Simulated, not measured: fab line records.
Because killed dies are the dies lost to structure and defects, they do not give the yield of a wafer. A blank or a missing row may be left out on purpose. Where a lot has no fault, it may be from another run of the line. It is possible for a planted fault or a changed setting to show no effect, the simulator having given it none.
fab line records	flow ritCmos
record lots=6	wafers=18	lastDay=6
route steps=202 shown NRETRO@60 PRETRO@64 GATE@75 M1@202
lots that met no fault: taken from a fault-free run of the same line
startH: start of the lot's first displayed wafer, in hours after the record's first day	waitH: hours from the lot's prior step to this one	" unchanged from the row above	L1.1+2: several wafers, shown together as one row	- no value present, or no start provided	* or withheld: withheld	< > ~ a bound
route shown NAME@n: NAME is a module with steps in the file, n the number in the route of the first one	usual: the fault-free wafers' mean and standard deviation	same: alike in all rows	chamber/n: place in a boat	sites: each site's reading	_std_site: the values' standard deviation	_edge_site: mean of outer sites minus mean of inner sites	radiusMm: how far each site lies from the wafer's centre	mask NAME#n: copy n	behind: tool/chamber where the wafer was last shaped	hold: cause of the lot's hold/its duration in hours/its outcome	device: whichever transistor did not switch (one of n, p or np)	end of line: the route-end tests of the same wafers	a step without rows: its recipe alone	killed: count of dies lost to structure and defects at first sort (not the wafer's yield)	map: shows each die of a wafer: x if killed, . if not, _ if none is there
set.NAME: the setting the step ran with; set.NAME@STEP: the setting that earlier step ran with	model.NAME: the simulator's own value behind a step, which no gauge read
a table for each step, a row for each wafer; lots at some steps of the route
services: when a tool's chamber went out of use (startH, in hours from the record's first day, below 0 if earlier), for how many hours, and the reason
## steps
# step RIT_NRETRO_HARDBAKE_07
# recipe resist=NOVOLAK	tempC=140	timeS=120
# step RIT_NRETRO_IMPLANT_08
# recipe species=P	energyKev=70.94	doseCm2=1e+13	tiltDeg=7
# step RIT_NRETRO_STRIP_09
# recipe chemistry=O2	timeS=180	resist=NOVOLAK	platenTempC=withheld	powerW=500	pressureMtorr=4000	o2FlowSccm=4000
# usual drypumpMotorCurrentA=5.7/0.63
# same timeS=180
lot.wafer	tool	chamber	startH	waitH	drypumpMotorCurrentA	rfHoursCounterH
L458.2	plasmaAsher-04	1	52.86	0.1	6.9	42
L458.3	"	0	"	"	5.8	-
L458.5	"	1	"	"	6.9	-
L463.4	plasmaAsher-01	0	79.14	0.1	5.8	-
L463.5	"	0	"	"	5.8	-
L463.6	"	1	"	"	5.1	-
L464.1	plasmaAsher-01	1	82.31	0.1	5.1	28
L464.2	"	0	"	"	5.8	28
L464.6	"	1	"	"	5.1	-
L468.1	plasmaAsher-01	1	100.67	0.1	5.1	30
L468.3	"	1	"	"	5.1	-
L468.5	"	0	"	"	5.8	-
L469.3	plasmaAsher-03	0	106.89	0.1	5.1	-
L469.4	"	1	"	"	5.2	-
L469.5	"	1	"	"	5.1	-
L470.2	plasmaAsher-04	1	111.81	0.1	6.8	48
L470.4	"	1	"	"	6.9	-
L470.5	"	1	"	"	6.9	-
# step RIT_NRETRO_TW_MEAS_10
# usual NRETRO_TW=1058/9.5
lot.wafer	tool	chamber	startH	waitH	NRETRO_TW
L458.2	filmMetro-04	-	53.05	0.1	1072
L458.3	"	-	"	"	1072
L458.5	"	-	"	"	1076
L463.4	filmMetro-03	-	79.28	0.1	1061
L463.5	"	-	"	"	1061
L463.6	"	-	"	"	1058
L464.1	filmMetro-04	-	82.49	0.1	1066
L464.2	"	-	"	"	1072
L464.6	"	-	"	"	1071
L468.1	filmMetro-02	-	100.84	0.1	1050
L468.3	"	-	"	"	1050
L468.5	"	-	"	"	1051
L469.3	filmMetro-02	-	107.03	0.1	1046
L469.4	"	-	"	"	1051
L469.5	"	-	"	"	1053
L470.2	filmMetro-02	-	111.99	0.1	1043
L470.4	"	-	"	"	1054
L470.5	"	-	"	"	1048
# step RIT_PRETRO_HMDS_00
# recipe primeTimeS=60	primeTempC=140
# step RIT_PRETRO_COAT_01
# recipe resist=NOVOLAK	spinRpm=2000	resistThkNm=1300
# step RIT_PRETRO_SOFTBAKE_02
# recipe resist=NOVOLAK	tempC=90	timeS=60
# step RIT_PRETRO_EXPOSE_03
# recipe maskId=M5	na=0.57	targetCdNm=43700	doseMj=250
# step RIT_PRETRO_PEB_04
# recipe resist=NOVOLAK	tempC=withheld	timeS=withheld
# step RIT_PRETRO_DEVELOP_05
# recipe resist=NOVOLAK	developTimeS=66.59	devTempC=23
# step RIT_PRETRO_OVL_MEAS_06
# usual PRETRO_OVL=0.7/1.4
lot.wafer	tool	chamber	startH	waitH	PRETRO_OVL[nm]
L458.2	overlay-02	-	53.99	-	-1.2
L458.3	"	-	"	"	-0.3
L458.5	"	-	"	"	-1.0
L463.4	overlay-01	-	80.21	-	0.0
L463.5	"	-	"	"	-0.2
L463.6	"	-	"	"	-0.5
L464.1	overlay-01	-	83.43	-	-1.0
L464.2	"	-	"	"	1.0
L464.6	"	-	"	"	0.2
L468.1	overlay-02	-	101.89	-	0.4
L468.3	"	-	"	"	-2.1
L468.5	"	-	"	"	-2.0
L469.3	overlay-01	-	107.96	-	-2.1
L469.4	"	-	"	"	0.3
L469.5	"	-	"	"	0.0
L470.2	overlay-01	-	112.93	-	1.9
L470.4	"	-	"	"	2.1
L470.5	"	-	"	"	2.1
# step RIT_PRETRO_HARDBAKE_07
# recipe resist=NOVOLAK	tempC=140	timeS=120
# step RIT_PRETRO_IMPLANT_08
# recipe species=B	energyKev=45	doseCm2=1.2e+13	tiltDeg=7
# usual beamOnS=9.99/0.19	endStationPressureTorr=5.02e-06/2.7e-07	faradayCurrentUA=38.1/0.73
lot.wafer	tool	chamber	startH	waitH	beamOnS	endStationPressureTorr	faradayCurrentUA
L458.2	implanter-02	0	54.29	0.2	10.04	5.18e-06	38.2
L458.3	"	0	"	"	9.86	4.85e-06	38.5
L458.5	"	0	"	"	9.79	4.14e-06	38.6
L463.4	implanter-01	0	80.55	0.2	10.07	5.33e-06	37.7
L463.5	"	0	"	"	9.71	4.54e-06	39.2
L463.6	"	0	"	"	10.16	5.78e-06	37.5
L464.1	implanter-02	0	83.71	0.2	9.93	4.94e-06	38.4
L464.2	"	0	"	"	9.84	4.82e-06	38.6
L464.6	"	0	"	"	10.03	4.69e-06	38.1
L468.1	implanter-01	0	102.18	0.2	12.31	9.41e-05	31.4
L468.3	"	0	"	"	12.56	9.223e-05	30.4
L468.5	"	0	"	"	12.02	9.215e-05	31.8
L469.3	implanter-01	0	108.28	0.2	12.07	8.305e-05	31.8
L469.4	"	0	"	"	12.28	9.463e-05	31.3
L469.5	"	0	"	"	12.14	9.917e-05	31.8
L470.2	implanter-04	0	113.23	0.2	10.07	4.74e-06	37.6
L470.4	"	0	"	"	9.80	4.39e-06	38.7
L470.5	"	0	"	"	9.91	4.74e-06	38.4
# step RIT_PRETRO_STRIP_09
# recipe chemistry=O2	timeS=180	resist=NOVOLAK	platenTempC=withheld	powerW=500	pressureMtorr=4000	o2FlowSccm=4000
# usual drypumpMotorCurrentA=5.9/0.66
# same timeS=180
lot.wafer	tool	chamber	startH	waitH	drypumpMotorCurrentA	rfHoursCounterH
L458.2	plasmaAsher-04	1	54.42	0.1	6.9	42
L458.3	"	0	"	"	5.8	-
L458.5	"	1	"	"	6.9	-
L463.4	plasmaAsher-02	0	80.69	0.1	5.6	-
L463.5	"	1	"	"	5.4	-
L463.6	"	0	"	"	5.6	-
L464.1	plasmaAsher-03	0	83.86	0.1	5.2	45
L464.2	"	1	"	"	5.1	45
L464.6	"	0	"	"	5.2	-
L468.1	plasmaAsher-03	0	102.33	0.1	5.1	47
L468.3	"	0	"	"	5.2	-
L468.5	"	1	"	"	5.1	-
L469.3	plasmaAsher-03	1	108.44	0.1	5.2	-
L469.4	"	0	"	"	5.1	-
L469.5	"	0	"	"	5.1	-
L470.2	plasmaAsher-04	0	113.36	0.1	5.8	49
L470.4	"	0	"	"	5.8	-
L470.5	"	1	"	"	6.9	-
# step RIT_PRETRO_TW_MEAS_10
# usual PRETRO_TW=477/3.9
lot.wafer	tool	chamber	startH	waitH	PRETRO_TW
L458.2	filmMetro-01	-	54.60	0.1	482
L458.3	"	-	"	"	482
L458.5	"	-	"	"	484
L463.4	filmMetro-01	-	80.83	0.1	481
L463.5	"	-	"	"	481
L463.6	"	-	"	"	481
L464.1	filmMetro-01	-	84.04	0.1	482
L464.2	"	-	"	"	479
L464.6	"	-	"	"	481
L468.1	filmMetro-01	-	102.50	0.1	513
L468.3	"	-	"	"	509
L468.5	"	-	"	"	512
L469.3	filmMetro-03	-	108.58	0.1	506
L469.4	"	-	"	"	503
L469.5	"	-	"	"	505
L470.2	filmMetro-02	-	113.54	0.1	474
L470.4	"	-	"	"	473
L470.5	"	-	"	"	472
# step RIT_GATE_WET_ETCH_00
# recipe chemistry=BOE	target=SiO2	targetDepthNm=56	timeS=60	dry=n2Spin	dilution=10:1	tempC=21.5
# step RIT_M1_PROBE_99
# usual killedAtContacts=0.0/0.16	killedAtFrontEnd=7.1/2.7	killedDies=7.2/2.7	killedOpen=3.5/1.9	killedShort=3.6/1.9
# same grossDies=264	killed_at_M0_to_M3=0	killed_at_M4_up=0	killedAtBackSide=0	killedAtOther=0
lot.wafer	tool	chamber	startH	waitH	killedAtContacts	killedAtFrontEnd	killedDies	killedOpen	killedShort	model.etest.nmos_0p3.rOnOhmUm	model.etest.nmosTurned.driveUaUm	model.etest.nmos_0p15.driveUaUm	model.etest.nmos_0p3.driveUaUm	model.etest.nmosNarrow.driveUaUm	model.etest.nmos_0p15.offLog10AUm	model.etest.retroEdgeNmos.offLog10AUm	model.etest.diodeNplusPwell.bvV
L458.2	prober-02	-	83.01	0.1	0	1	1	0	1	2164	300.5	456.2	219.8	219.5	-10.16	-10.09	5.953
L458.3	prober-02	-	83.06	0.2	0	7	7	5	2	2158	314.2	462.9	220.7	217.5	-10.27	-10.1	5.957
L458.5	prober-02	-	83.16	0.2	0	7	7	3	4	2202	301.1	449.4	215.2	213.1	-10.39	-10.29	5.954
L463.4	prober-01	-	110.24	0.2	0	7	7	3	4	2124	342.2	470.8	228.2	228.7	-9.981	-9.81	5.915
L463.5	prober-01	-	110.29	0.2	0	10	10	5	5	2105	338.9	472.5	229.5	226.3	-10.13	-10.01	5.997
L463.6	prober-01	-	110.34	0.2	1	3	4	1	3	2148	328.9	467.3	226.9	225.3	-10.18	-10.15	5.93
L464.1	prober-02	-	112.45	0.1	0	7	7	6	1	2140	339.3	491	233.3	232.7	-9.385	-9.304	5.972
L464.2	prober-02	-	112.50	0.1	0	6	6	6	0	2084	338.3	494.8	232.4	230.4	-9.613	-9.488	5.998
L464.6	prober-02	-	112.70	0.2	0	7	7	1	6	2103	341.1	496.5	227.8	229.3	-9.387	-9.367	6.05
L468.1	prober-02	-	131.42	0.1	0	8	8	6	2	2251	293.8	441.9	211.6	213.8	-10.74	-10.67	5.814
L468.3	prober-02	-	131.52	0.2	0	6	6	3	3	2243	289	429.7	203.5	205.3	-10.85	-10.66	5.803
L468.5	prober-02	-	131.62	0.2	0	6	6	3	3	2194	305	450.4	209.9	213.9	-10.7	-10.49	5.8
L469.3	prober-01	-	136.64	0.2	0	6	6	3	3	2240	305.8	448.2	210.2	211	-10.56	-10.44	5.783
L469.4	prober-01	-	136.69	0.2	0	8	8	3	5	2202	327.1	462.8	214	214.1	-10.4	-10.39	5.782
L469.5	prober-01	-	136.74	0.2	0	4	4	2	2	2242	303.8	448.8	211.8	210.1	-10.67	-10.56	5.735
L470.2	prober-02	-	138.87	0.1	0	7	7	2	5	2099	340.3	495.4	228.2	228.2	-9.545	-9.422	5.977
L470.4	prober-02	-	138.97	0.2	0	10	10	4	6	2148	332.6	480	229.2	233.7	-9.8	-9.583	6.002
L470.5	prober-02	-	139.02	0.2	1	9	10	5	5	2120	343.1	490.8	229.6	229	-9.633	-9.614	6.033
# killed by level:class
L458.2 SILICIDE:geometricParticle:short=1
L458.3 FOX1:geometricParticle:open=2 FOX1:geometricParticle:short=1 FOX2:geometricParticle:open=1 REOX:geometricParticle:open=1 REOX:geometricParticle:short=1 SILICIDE:geometricParticle:open=1
L458.5 FOX1:geometricParticle:short=2 FOX2:geometricParticle:short=1 GATE:geometricParticle:open=1 FOX2:geometricParticle:open=1 GATE:geometricParticle:short=1 SPACER:geometricParticle:open=1
L463.4 SPACER:geometricParticle:short=2 FOX1:geometricParticle:open=1 GATE:geometricParticle:open=1 GATE:geometricParticle:short=1 REOX:geometricParticle:open=1 REOX:geometricParticle:short=1
L463.5 GATE:geometricParticle:short=4 GATE:geometricParticle:open=3 FOX1:geometricParticle:open=2 SPACER:geometricParticle:short=1
L463.6 GATE:geometricParticle:short=1 GATE:geometricParticle:open=1 REOX:geometricParticle:short=1 CONTACT:geometricParticle:short=1
L464.1 FOX1:geometricParticle:open=2 SPACER:geometricParticle:open=2 GATE:geometricParticle:open=1 SILICIDE:geometricParticle:open=1 SILICIDE:geometricParticle:short=1
L464.2 FOX1:geometricParticle:open=3 GATE:geometricParticle:open=2 SPACER:geometricParticle:open=1
L464.6 GATE:geometricParticle:short=4 FOX1:geometricParticle:short=1 GATE:geometricParticle:open=1 SPACER:geometricParticle:short=1
L468.1 GATE:geometricParticle:open=4 GATE:geometricParticle:short=1 REOX:geometricParticle:open=1 SPACER:geometricParticle:open=1 SILICIDE:geometricParticle:short=1
L468.3 GATE:geometricParticle:open=1 REOX:geometricParticle:open=1 REOX:geometricParticle:short=1 SPACER:geometricParticle:open=1 SPACER:geometricParticle:short=1 SILICIDE:geometricParticle:short=1
L468.5 SPACER:geometricParticle:open=2 GATE:geometricParticle:short=1 REOX:geometricParticle:short=1 SPACER:geometricParticle:short=1 SILICIDE:geometricParticle:open=1
L469.3 SILICIDE:geometricParticle:open=2 GATE:geometricParticle:open=1 GATE:geometricParticle:short=1 SPACER:geometricParticle:short=1 SILICIDE:geometricParticle:short=1
L469.4 GATE:geometricParticle:short=3 REOX:geometricParticle:short=1 REOX:geometricParticle:open=1 SPACER:geometricParticle:open=1 SILICIDE:geometricParticle:short=1 SILICIDE:geometricParticle:open=1
L469.5 SILICIDE:geometricParticle:short=2 FOX1:geometricParticle:open=1 SPACER:geometricParticle:open=1
L470.2 REOX:geometricParticle:short=2 FOX1:geometricParticle:short=1 FOX2:geometricParticle:short=1 GATE:geometricParticle:short=1 REOX:geometricParticle:open=1 SILICIDE:geometricParticle:open=1
L470.4 GATE:geometricParticle:short=4 GATE:geometricParticle:open=3 SPACER:geometricParticle:short=1 SILICIDE:geometricParticle:short=1 SILICIDE:geometricParticle:open=1
L470.5 GATE:geometricParticle:short=2 REOX:geometricParticle:open=2 FOX1:geometricParticle:open=1 FOX1:geometricParticle:short=1 FOX2:geometricParticle:short=1 SILICIDE:geometricParticle:open=1 SILICIDE:geometricParticle:short=1 CONTACT:geometricParticle:open=1
## services
tool	chamber	startH	hours	kind
plasmaAsher-01	-	40.98	2.3	repair
plasmaAsher-02	-	41.58	7.8	repair
implanter-01	-	105.08	2.3	pm
plasmaAsher-03	-	108.75	9.0	pm
plasmaAsher-03	0	108.75	9.0	ventCycle
plasmaAsher-03	1	108.75	9.0	ventCycle
plasmaAsher-02	-	109.58	2.8	pm
## key
firstSign step=RIT_PRETRO_IMPLANT_08	reading=endStationPressureTorr	direction=up	sigmas=99+	usual=5.02e-06	struck=9.256e-05
effect step=RIT_PRETRO_IMPLANT_08	reading=beamOnS	direction=up	sigmas=12	usual=9.99	struck=12.23
effect step=RIT_PRETRO_TW_MEAS_10	reading=PRETRO_TW	direction=up	sigmas=7.8	usual=477	struck=508
modelEffect step=RIT_M1_PROBE_99	value=etest.nmos_0p3.rOnOhmUm	without=2136	struck=2229
metAt RIT_PRETRO_IMPLANT_08
struckWafers L468.1,L468.3,L468.5,L469.3,L469.4,L469.5
testerLeftOut L468,L469
onsetBetween 80.55 102.18
fault kind=processParameterDrift	tool=implanter-01	chamber=-	onsetH=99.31	steps=RIT_PRETRO_IMPLANT_08	channel=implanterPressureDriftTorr	offset=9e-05	shape=step	endH=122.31
fault kind=processParameterDrift	tool=implanter-01	chamber=-	onsetH=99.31	steps=RIT_PRETRO_IMPLANT_08	channel=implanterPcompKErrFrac	offset=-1	shape=step	endH=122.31
# testerLeftOut: of these lots the tester's yield and bins aren't shown, on N5 and GAA mostly nor the transistor test; their killed dies are dies lost to structure and defects alone, not to doping, threshold or leakage, so they don't give the yield
